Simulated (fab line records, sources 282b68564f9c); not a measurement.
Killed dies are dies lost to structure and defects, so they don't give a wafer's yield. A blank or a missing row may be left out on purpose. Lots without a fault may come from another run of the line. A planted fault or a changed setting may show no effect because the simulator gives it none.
Tool commonality check | flow rit_cmos | 14 lots, 42 wafers sampled

WHY IT WAS OPENED
At RIT_GATE_THK_MEAS_07 the reading GATE_OXIDE_THK is flagged on 2 of 14 lots. Wafers without a fault read 2.98 nm, standard deviation 0.062.
Rule: a lot is flagged when every wafer of it that has a number lies more than 4 standard deviations from that mean, or none has a number. The other lots count as sound.

lot  | measured    | on            | GATE_OXIDE_THK (nm), wafer by wafer | flag
L771 | day 2 13:38 | film_metro-04 | 3.10 3.05 2.98                      |
L773 | day 3 05:08 | film_metro-02 | 3.00 3.04 3.01                      |
L774 | day 3 05:08 | film_metro-04 | 2.96 2.99 3.03                      |
L775 | day 3 16:50 | film_metro-02 | 2.91 2.95 2.90                      |
L776 | day 3 20:06 | film_metro-02 | 2.88 2.94 2.99                      |
L777 | day 4 05:52 | film_metro-01 | 2.95 2.89 2.96                      |
L780 | day 4 13:25 | film_metro-02 | 3.02 3.04 3.03                      |
L782 | day 5 00:32 | film_metro-02 | 2.99 2.91 2.92                      |
L783 | day 5 01:55 | film_metro-04 | 2.14 2.19 2.15                      | FLAGGED
L784 | day 5 06:50 | film_metro-02 | 2.02 2.09 2.02                      | FLAGGED
L787 | day 5 21:21 | film_metro-04 | 2.99 3.02 3.04                      |
L792 | day 6 20:21 | film_metro-04 | 3.06 3.07 3.13                      |
L793 | day 7 07:58 | film_metro-04 | 3.01 2.98 3.02                      |
L794 | day 7 10:36 | film_metro-01 | 2.84 2.97 2.94                      |
The numbers of the flagged lots are 2.10 nm on average: -0.88 nm against the usual, or -14 standard deviations.

WHICH TOOL RAN EACH LOT
The record holds 1 process step before the reading, out of a route of 202 steps. In each cell: the tool, then ch and the chambers that the sampled wafers went through, then the start.
lot  | flag    | RIT_GATE_OXIDATION_05
L771 |         | furnace-04 ch 0, day 2 10:22
L773 |         | furnace-03 ch 0, day 2 23:16
L774 |         | furnace-03 ch 0, day 2 23:16
L775 |         | furnace-03 ch 0, day 3 14:11
L776 |         | furnace-04 ch 0, day 3 18:16
L777 |         | furnace-01 ch 0, day 4 02:25
L780 |         | furnace-04 ch 0, day 4 11:01
L782 |         | furnace-03 ch 0, day 4 23:01
L783 | FLAGGED | furnace-04 ch 0, day 5 00:35
L784 | FLAGGED | furnace-04 ch 0, day 5 03:32
L787 |         | furnace-03 ch 0, day 5 18:43
L792 |         | furnace-01 ch 0, day 6 18:52
L793 |         | furnace-03 ch 0, day 7 02:08
L794 |         | furnace-03 ch 0, day 7 07:57
What these steps do:
- RIT_GATE_OXIDATION_05: target thk 3 nm, ox time 270 s.
- RIT_GATE_THK_MEAS_07

FLAGGED OVER TOTAL, TOOL BY TOOL (the gauges that took the reading come last)
step                  | tool          | lots run | flagged | share of the flagged lots | sound lots run after its first flagged lot
RIT_GATE_OXIDATION_05 | furnace-01    | 2        | 0       | none                      | -
RIT_GATE_OXIDATION_05 | furnace-03    | 7        | 0       | none                      | -
RIT_GATE_OXIDATION_05 | furnace-04    | 5        | 2       | all                       | 0
RIT_GATE_THK_MEAS_07  | film_metro-01 | 2        | 0       | none                      | -
RIT_GATE_THK_MEAS_07  | film_metro-02 | 6        | 1       | some                      | 0
RIT_GATE_THK_MEAS_07  | film_metro-04 | 6        | 1       | some                      | 3 (L787,L792,L793)

WHAT THE TABLE ALLOWS
1 row of the table ran every flagged lot: furnace-04 at RIT_GATE_OXIDATION_05.
- furnace-04 at RIT_GATE_OXIDATION_05: 2 of its 5 lots flagged. Its last sound lot is L780 (day 4 11:01), its first flagged lot L783 (day 5 00:35): a fault that began between those two fits.
One tool is left: furnace-04 at RIT_GATE_OXIDATION_05.

WHAT THE SIMULATOR HAD PUT IN
Process parameter drift: furnace-04, from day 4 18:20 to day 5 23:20, at RIT_GATE_OXIDATION_05. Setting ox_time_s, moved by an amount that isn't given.
Lots struck among those shown: L783, L784. The rule above found the same.
